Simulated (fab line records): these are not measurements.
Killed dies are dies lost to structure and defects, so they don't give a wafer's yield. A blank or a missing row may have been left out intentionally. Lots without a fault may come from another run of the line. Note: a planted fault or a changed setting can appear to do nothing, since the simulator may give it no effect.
Which of the tools did it? | flow rit_cmos | 15 lots with 45 wafers sampled at 2 steps, on a route of 202 steps

## WHAT EACH GAUGE READ, for each wafer
RIT_ACTIVE_CD_MEAS_11 targets a cd of 1400 nm. Usual: 1399.8 nm for cd_nm, sd 2.2.
lot  | measured    | on        | cd_nm (nm)                                | flag
L748 | day 1 17:28 | cd_sem-02 | 1399.1 1400.0 1401.3                      |
L750 | day 2 00:52 | cd_sem-01 | 1399.3 1398.7 1397.9                      |
L752 | day 2 11:05 | cd_sem-02 | 1401.9 1402.8 1402.3                      |
L753 | day 2 16:20 | cd_sem-02 | 1379.5 1379.8 1381.7 1379.7 1379.8 1381.3 | OFF
L754 | day 2 21:55 | cd_sem-02 | 1384.2 1384.4 1387.7 1384.6 1384.5 1387.7 | OFF
L755 | day 3 02:05 | cd_sem-01 | 1397.0 1393.7 1399.6                      |
L756 | day 3 08:41 | cd_sem-02 | 1381.1 1381.2 1379.4 1381.2 1381.1 1379.7 | OFF
L757 | day 3 13:50 | cd_sem-01 | 1402.5 1401.7 1402.6                      |
L762 | day 4 18:08 | cd_sem-02 | 1396.3 1397.0 1396.6                      |
L764 | day 4 22:34 | cd_sem-02 | 1401.2 1400.1 1400.4                      |
L766 | day 5 08:49 | cd_sem-01 | 1398.4 1399.5 1398.6                      |
L768 | day 5 22:18 | cd_sem-02 | 1395.5 1393.4 1394.3                      |
L769 | day 6 03:02 | cd_sem-01 | 1399.9 1400.9 1398.7                      |
L770 | day 6 05:15 | cd_sem-01 | 1401.0 1401.5 1401.4                      |
L771 | day 6 09:30 | cd_sem-01 | 1400.2 1400.9 1403.7                      |

## EACH LOT AND THE TOOL THAT RAN IT (in order: tool; ch and the chambers of the sampled wafers; start)
lot  | RIT_ACTIVE_DEVELOP_10
L748 | litho_track-03 ch 0, day 1 17:00
L750 | litho_track-03 ch 0, day 2 00:00
L752 | litho_track-03 ch 0, day 2 10:00
L753 | litho_track-03 ch 0, day 2 16:00
L754 | litho_track-03 ch 0, day 2 21:00
L755 | litho_track-02 ch 0, day 3 01:00
L756 | litho_track-03 ch 0, day 3 08:00
L757 | litho_track-04 ch 0, day 3 13:00
L762 | litho_track-04 ch 0, day 4 18:00
L764 | litho_track-04 ch 0, day 4 22:00
L766 | litho_track-04 ch 0, day 5 08:00
L768 | litho_track-03 ch 0, day 5 22:00
L769 | litho_track-04 ch 0, day 6 02:00
L770 | litho_track-04 ch 0, day 6 05:00
L771 | litho_track-04 ch 0, day 6 09:00
- RIT_ACTIVE_DEVELOP_10: develop time 50 s.

## AS READ BY THE TOOLS THEMSELVES (means over the sampled wafers that have a number; for cases with no such wafer, the mark the record gives instead)
RIT_ACTIVE_DEVELOP_10. Usual: 23.01 C for chill_plate_temp_C, sd 0.11.
lot  | tool           | chill_plate_temp_C (C) | flag
L748 | litho_track-03 | 23.11                  |
L750 | litho_track-03 | 22.87                  |
L752 | litho_track-03 | 23.15                  |
L753 | litho_track-03 | 22.87                  |
L754 | litho_track-03 | 23.02                  |
L755 | litho_track-02 | 23.08                  |
L756 | litho_track-03 | 23.14                  |
L757 | litho_track-04 | 23.08                  |
L762 | litho_track-04 | 23.06                  |
L764 | litho_track-04 | 22.97                  |
L766 | litho_track-04 | 22.92                  |
L768 | litho_track-03 | 22.95                  |
L769 | litho_track-04 | 22.96                  |
L770 | litho_track-04 | 23.04                  |
L771 | litho_track-04 | 23.14                  |

## THE ANSWER, worked out from the rows above alone
Rule: take the mean of a lot's wafers that have a number; if it is more than 3 standard deviations from the usual mean, the lot is off. Also off: a lot with no number at a reading for which 4 or more lots have one. All remaining lots with rows at the step are treated as sound. Order of review: gauges by route order, followed by the tools' own readings, for which a lot's mean as printed above is used. The first step at which some lot is off is used, and at that step the reading that is off furthest; a lot without a number counts as furthest.
Off: L753, L754, L756, at RIT_ACTIVE_CD_MEAS_11 (cd_nm).
If a tool, at a process step before that reading, ran all the lots that are off and no sound lot after the first of them, it fits. Gauges at RIT_ACTIVE_CD_MEAS_11: tried the same way as those tools. No candidate that was tried fits.

## WHAT THE SIMULATOR PUT IN
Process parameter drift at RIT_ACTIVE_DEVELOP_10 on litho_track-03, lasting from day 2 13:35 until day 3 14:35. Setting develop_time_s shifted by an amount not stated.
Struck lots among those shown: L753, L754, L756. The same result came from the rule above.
